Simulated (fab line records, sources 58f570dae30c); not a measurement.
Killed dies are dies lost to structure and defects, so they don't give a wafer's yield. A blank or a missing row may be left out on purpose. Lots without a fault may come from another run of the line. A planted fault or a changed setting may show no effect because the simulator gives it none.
A struck lot beside a sound one | flow berkeley_cmos170 | 15 steps out of a route of 331
Sound: wafers L394.1, L394.3, L394.4. Struck: wafers L401.1, L401.3, L401.5. The cause comes at the end.
At each step with rows: each side's tool, then ch and its chambers, then its first start. Under that, the readings that differ: sound wafers | struck wafers | difference of the means | sigmas: that difference in standard deviations of wafers without a fault.
alike: readings whose means differ by less than 2 such deviations, and words and numbers that are the same on both sides. not compared: withheld readings, readings that some wafer has no value for, bounds like >300 that may hide the same value, and numbers for which the record gives no deviation and whose values overlap.
The two part at a step that has a row with sigmas, a row that says differs or no value, or rows on one side only. Numbers that don't overlap but have no deviation are shown without sigmas and don't part them. A reading that every wafer of one side lacks parts them only if that side has two wafers or more.

UCB170_SACOX_THK_MEAS_02:
  sound on film_metro-01, day 7 10:57; struck on film_metro-01, day 8 18:55
  reading              | sound             | struck            | difference | sigmas
  SACOX_OXIDE_THK (nm) | 14.57 14.63 14.61 | 13.96 13.91 13.77 | -0.72      | -3
then, 2 steps without rows for these wafers: UCB170_SCREENOX_WET_ETCH_00 (etches SiO2 in dHF, time 200 s); UCB170_SCREENOX_OXIDATION_01 (target thk 14.4 nm, ox time 2400 s).
UCB170_SCREENOX_THK_MEAS_02:
  sound on film_metro-04, day 7 14:11; struck on film_metro-04, day 9 01:17
  alike: SCREENOX_OXIDE_THK
then, 7 steps without rows for these wafers: UCB170_SCREENOX_ANNEAL_03 (time 900 s); UCB170_NVT_HMDS_00 (prime time 60 s); UCB170_NVT_COAT_01 (resist thk 900 nm); UCB170_NVT_SOFTBAKE_02 (time 60 s); UCB170_NVT_EXPOSE_03 (exposes mask PWELL, target cd 3000 nm); UCB170_NVT_PEB_04; UCB170_NVT_DEVELOP_05 (develop time 45 s).
UCB170_NVT_OVL_MEAS_06:
  sound on overlay-02, day 7 19:40; struck on overlay-01, day 9 07:44
  alike: NVT_OVL
UCB170_NVT_IMPLANT_07:
  sound on implanter-04 ch 0, day 7 19:42; struck on implanter-02 ch 0, day 9 07:46
  reading            | sound             | struck            | difference | sigmas
  tilt_deg (degrees) | 7.016 7.037 7.022 | 5.873 5.879 5.865 | -1.153     | -50
UCB170_NVT_STRIP_08: strips in O2.
  sound on plasma_asher-01 ch 0,1, day 7 19:51; struck on plasma_asher-04 ch 0,1, day 9 07:55
  alike: chamber_pressure_mTorr, drypump_motor_current_A, oes_product_au, strip_time_to_endpoint_s
  not compared: rf_hours_counter_h
UCB170_M3_PROBE_99:
  the record has rows for the sound wafers here (prober-02, day 10 01:52) and none for the struck ones

WHERE THEY PART
First at UCB170_SACOX_THK_MEAS_02; last, within this record, at UCB170_M3_PROBE_99.

WHY: what the simulator had put in
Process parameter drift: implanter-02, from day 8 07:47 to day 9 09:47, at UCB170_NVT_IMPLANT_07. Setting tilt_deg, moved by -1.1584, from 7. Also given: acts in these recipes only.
